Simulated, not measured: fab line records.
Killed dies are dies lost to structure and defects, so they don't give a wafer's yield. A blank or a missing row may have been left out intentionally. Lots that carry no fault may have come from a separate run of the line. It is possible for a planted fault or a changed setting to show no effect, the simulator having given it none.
Which of the tools did it? | flow ritCmos | 45 wafers from 15 lots sampled at 3 of the route's 202 steps

== WHAT EACH GAUGE READ, for each wafer ==
RIT_SILICIDE_RS_MEAS_02: a four-point-probe measurement.
lot  | measured    | on           | SILICIDE_TI_RS (ohm/sq)
L569 | day 3 04:58 | filmMetro-04 | 48.6 47.5 48.4
L570 | day 3 11:17 | filmMetro-02 | 47.4 48.4 48.2
L571 | day 3 14:53 | filmMetro-03 | 49.8 49.9 49.7
L573 | day 4 04:13 | filmMetro-02 | 49.4 48.4 48.3
L575 | day 4 14:37 | filmMetro-04 | 49.0 48.6 48.6
L577 | day 5 00:04 | filmMetro-02 | 48.8 48.2 47.8
L578 | day 5 05:22 | filmMetro-03 | 20.5 20.0 20.0
L579 | day 5 09:32 | filmMetro-04 | 48.9 48.6 49.4
L580 | day 5 12:40 | filmMetro-02 | 20.9 20.3 20.7
L581 | day 5 16:34 | filmMetro-02 | 48.7 49.0 49.8
L582 | day 5 20:43 | filmMetro-02 | 50.1 50.1 49.4
L583 | day 6 05:28 | filmMetro-03 | 21.1 20.9 20.9
L589 | day 7 07:52 | filmMetro-03 | 48.4 49.1 48.2
L590 | day 7 14:11 | filmMetro-04 | 49.4 49.2 49.1
L592 | day 7 23:43 | filmMetro-03 | 50.0 49.1 49.7

RIT_SILICIDE_THK_MEAS_03: measures by xrf.
lot  | measured    | on           | SILICIDE_TI_THK (nm)
L569 | day 3 05:05 | filmMetro-04 | 29.8 30.4 29.9
L570 | day 3 11:25 | filmMetro-02 | 30.2 29.8 29.8
L571 | day 3 15:00 | filmMetro-03 | 29.1 28.9 29.2
L573 | day 4 04:20 | filmMetro-02 | 29.2 29.5 29.5
L575 | day 4 14:44 | filmMetro-04 | 29.4 29.6 29.8
L577 | day 5 00:11 | filmMetro-02 | 29.7 29.8 29.9
L578 | day 5 05:28 | filmMetro-03 | 60.2 61.6 61.4
L579 | day 5 09:40 | filmMetro-04 | 29.4 29.8 29.4
L580 | day 5 12:47 | filmMetro-02 | 58.8 60.2 59.4
L581 | day 5 16:41 | filmMetro-02 | 29.5 29.3 29.0
L582 | day 5 20:50 | filmMetro-02 | 28.9 28.9 29.2
L583 | day 6 05:34 | filmMetro-03 | 58.8 59.3 59.2
L589 | day 7 07:59 | filmMetro-03 | 29.9 29.7 30.0
L590 | day 7 14:18 | filmMetro-04 | 29.4 29.6 29.6
L592 | day 7 23:50 | filmMetro-03 | 29.0 29.5 29.2

== WHICH TOOL RAN EACH LOT (tool, then ch and the chambers of the sampled wafers, then the start) ==
lot  | RIT_SILICIDE_SPUTTER_01
L569 | pvdSputter-02, day 3 04:49
L570 | pvdSputter-02, day 3 11:08
L571 | pvdSputter-01, day 3 14:43
L573 | pvdSputter-01, day 4 04:04
L575 | pvdSputter-01, day 4 14:28
L577 | pvdSputter-01, day 4 23:55
L578 | pvdSputter-02, day 5 04:51
L579 | pvdSputter-01, day 5 09:23
L580 | pvdSputter-02, day 5 12:12
L581 | pvdSputter-01, day 5 16:24
L582 | pvdSputter-03, day 5 20:34
L583 | pvdSputter-01, day 6 04:58
L589 | pvdSputter-01, day 7 07:43
L590 | pvdSputter-01, day 7 14:02
L592 | pvdSputter-01, day 7 23:33
- RIT_SILICIDE_SPUTTER_01: material Ti, target thk 30 nm, time 240 s.

== AS READ BY THE TOOLS THEMSELVES (means over the sampled wafers that have a number; for cases with no such wafer, the mark the record gives instead) ==
RIT_SILICIDE_SPUTTER_01.
lot  | tool          | substrateTempC (C) | throttleValvePct (%)
L569 | pvdSputter-02 | 25.08              | 28.7
L570 | pvdSputter-02 | 25.00              | 28.4
L571 | pvdSputter-01 | 25.02              | 30.7
L573 | pvdSputter-01 | 24.96              | 33.3
L575 | pvdSputter-01 | 24.91              | 32.4
L577 | pvdSputter-01 | 25.01              | 29.9
L578 | pvdSputter-02 | 24.99              | 28.1
L579 | pvdSputter-01 | 25.03              | 30.6
L580 | pvdSputter-02 | 24.99              | 28.3
L581 | pvdSputter-01 | 24.99              | 31.5
L582 | pvdSputter-03 | 25.00              | 31.2
L583 | pvdSputter-01 | 24.91              | 31.3
L589 | pvdSputter-01 | 25.11              | 30.1
L590 | pvdSputter-01 | 24.99              | 31.4
L592 | pvdSputter-01 | 24.96              | 32.5

== THE ANSWER, worked out from the rows above alone ==
Rule: usual is defined by the lots themselves. Put in order of their means at a reading, lots are off if they are a third of the lots or fewer, leave a main group of 4 or more, and stand apart from it by a gap of 3 or more times the standard deviation of the main group's means; of several such gaps the widest counts. If all means in a main group match to the digits the tables above print for the reading, that group is not used. A lot without any number at a reading at which 4 lots or more have one is off too. Any other lot the step has rows for is counted as sound. After the gauges, taken in route order, come the tools' own readings; for these a lot's mean is taken, as printed above. At the first step where some lot is off, the reading lying furthest off is the one used; lots without a number count as furthest.
Off: at RIT_SILICIDE_RS_MEAS_02 (SILICIDE_TI_RS), L578, L580, L583. For the main group the mean is 48.9 ohm/sq and the standard deviation 0.6.
If a tool, at a process step before that reading, ran all the lots that are off and no sound lot after the first of them, it fits. Those tools and the gauges at RIT_SILICIDE_RS_MEAS_02 are tried in the same way. Of those tried, none fits.

== WHAT WAS PUT IN BY THE SIMULATOR ==
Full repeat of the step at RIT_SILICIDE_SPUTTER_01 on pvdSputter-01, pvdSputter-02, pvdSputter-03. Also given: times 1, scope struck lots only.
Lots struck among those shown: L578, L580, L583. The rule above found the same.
